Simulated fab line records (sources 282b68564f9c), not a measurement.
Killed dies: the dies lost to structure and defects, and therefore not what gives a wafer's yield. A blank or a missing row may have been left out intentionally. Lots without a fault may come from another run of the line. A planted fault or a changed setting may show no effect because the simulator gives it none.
The tool behind it: which one? | flow ritCmos | 42 wafers from 14 lots sampled at 3 of the route's 202 steps

WHAT THE GAUGES SHOWED, per wafer
RIT_ACTIVE_THK_MEAS_02. Usual: ACTIVE_OXIDE_THK 47.0 nm, standard deviation 0.77.
lot  | measured    | on           | ACTIVE_OXIDE_THK (nm) | flag
L879 | day 1 12:53 | filmMetro-01 | 45.1 46.6 46.4        | 
L881 | day 1 22:04 | filmMetro-02 | 47.0 46.0 46.0        | 
L882 | day 2 03:43 | filmMetro-02 | 46.1 46.4 46.9        | 
L884 | day 2 15:55 | filmMetro-04 | 47.5 47.0 46.3        | 
L885 | day 2 18:04 | filmMetro-02 | 46.4 46.4 46.5        | 
L886 | day 3 00:13 | filmMetro-04 | 47.1 46.7 47.9        | 
L888 | day 3 09:03 | filmMetro-02 | 29.7 29.6 29.8        | OFF
L889 | day 3 14:08 | filmMetro-01 | 30.1 30.4 29.6        | OFF
L890 | day 3 19:03 | filmMetro-02 | 46.0 46.6 47.1        | 
L896 | day 5 01:03 | filmMetro-01 | 47.6 47.5 47.1        | 
L897 | day 5 06:04 | filmMetro-04 | 47.1 48.6 48.3        | 
L898 | day 5 11:03 | filmMetro-01 | 48.5 48.2 48.0        | 
L901 | day 6 02:04 | filmMetro-02 | 47.5 47.4 48.0        | 
L902 | day 6 07:03 | filmMetro-04 | 46.8 46.8 47.0        | 

RIT_PRETRO_TW_MEAS_10. Usual: PRETRO_TW 475.4, standard deviation 3.
lot  | measured    | on           | PRETRO_TW         | flag
L879 | day 2 09:43 | filmMetro-02 | 473.0 474.9 473.2 | 
L881 | day 3 02:23 | filmMetro-03 | 470.6 472.9 475.5 | 
L882 | day 3 02:59 | filmMetro-02 | 475.9 473.4 477.0 | 
L884 | day 3 14:12 | filmMetro-02 | 473.7 473.7 474.4 | 
L885 | day 3 14:35 | filmMetro-03 | 471.0 472.8 471.3 | 
L886 | day 3 19:43 | filmMetro-03 | 472.4 472.3 473.4 | 
L888 | day 4 04:09 | filmMetro-03 | 474.9 474.7 473.4 | 
L889 | day 4 10:04 | filmMetro-03 | 476.3 475.4 476.0 | 
L890 | day 4 20:39 | filmMetro-03 | 474.1 476.3 471.1 | 
L896 | day 5 21:31 | filmMetro-03 | 474.7 474.9 472.7 | 
L897 | day 6 02:20 | filmMetro-04 | 481.7 477.9 478.8 | 
L898 | day 6 07:39 | filmMetro-02 | 468.8 472.8 472.9 | 
L901 | day 7 02:55 | filmMetro-04 | 481.1 480.7 477.3 | 
L902 | day 7 04:19 | filmMetro-02 | 474.2 476.5 476.9 | 

WHICH TOOL RAN EACH LOT (tool, then ch and the chambers of the sampled wafers, then the start)
lot  | RIT_ACTIVE_OXIDATION_01
L879 | furnace-03 ch 0, day 1 10:55
L881 | furnace-03 ch 0, day 1 20:07
L882 | furnace-03 ch 0, day 2 01:46
L884 | furnace-02 ch 0, day 2 13:59
L885 | furnace-02 ch 0, day 2 16:07
L886 | furnace-03 ch 0, day 2 22:15
L888 | furnace-02 ch 0, day 3 07:07
L889 | furnace-02 ch 0, day 3 12:12
L890 | furnace-03 ch 0, day 3 17:07
L896 | furnace-03 ch 0, day 4 23:07
L897 | furnace-03 ch 0, day 5 04:07
L898 | furnace-03 ch 0, day 5 09:07
L901 | furnace-02 ch 0, day 6 00:07
L902 | furnace-01 ch 0, day 6 05:07
- RIT_ACTIVE_OXIDATION_01: target thk 46.8 nm, ox time 3360 s.

AS READ BY THE TOOLS THEMSELVES (means over the sampled wafers that have a number; for cases with no such wafer, the mark the record gives instead)
RIT_ACTIVE_OXIDATION_01. Usual: oxTempCMax at 1005.2, with a standard deviation of 1.5.
lot  | tool       | oxTempCMax | flag
L879 | furnace-03 | 1005.9     | 
L881 | furnace-03 | 1005.4     | 
L882 | furnace-03 | 1005.5     | 
L884 | furnace-02 | 1003.9     | 
L885 | furnace-02 | 1002.6     | 
L886 | furnace-03 | 1005.4     | 
L888 | furnace-02 | 1004.3     | 
L889 | furnace-02 | 1004.1     | 
L890 | furnace-03 | 1005.7     | 
L896 | furnace-03 | 1005.1     | 
L897 | furnace-03 | 1005.7     | 
L898 | furnace-03 | 1005.4     | 
L901 | furnace-02 | 1004.1     | 
L902 | furnace-01 | 1007.5     | 

THE ANSWER, worked out from the rows above alone
Rule: a lot counts as off when the mean over its wafers that have a number is more than 3 standard deviations away from the usual mean. A lot without any number at a reading at which 4 lots or more have one is off too. Where the step has rows for the other lots, those lots are counted as sound. First the gauges in route order, then the tools' own readings, where a lot's mean is used as printed above. At the first step where some lot is off, the reading lying furthest off is the one used; lots without a number count as furthest.
Off: at RIT_ACTIVE_THK_MEAS_02 (ACTIVE_OXIDE_THK), L888, L889.
A tool fits if, at a process step before that reading, it ran every lot that is off, and no sound lot after the first of them. Gauges at RIT_ACTIVE_THK_MEAS_02: tried the same way as those tools. No candidate that was tried fits.

WHAT THE SIMULATOR HAD PUT IN
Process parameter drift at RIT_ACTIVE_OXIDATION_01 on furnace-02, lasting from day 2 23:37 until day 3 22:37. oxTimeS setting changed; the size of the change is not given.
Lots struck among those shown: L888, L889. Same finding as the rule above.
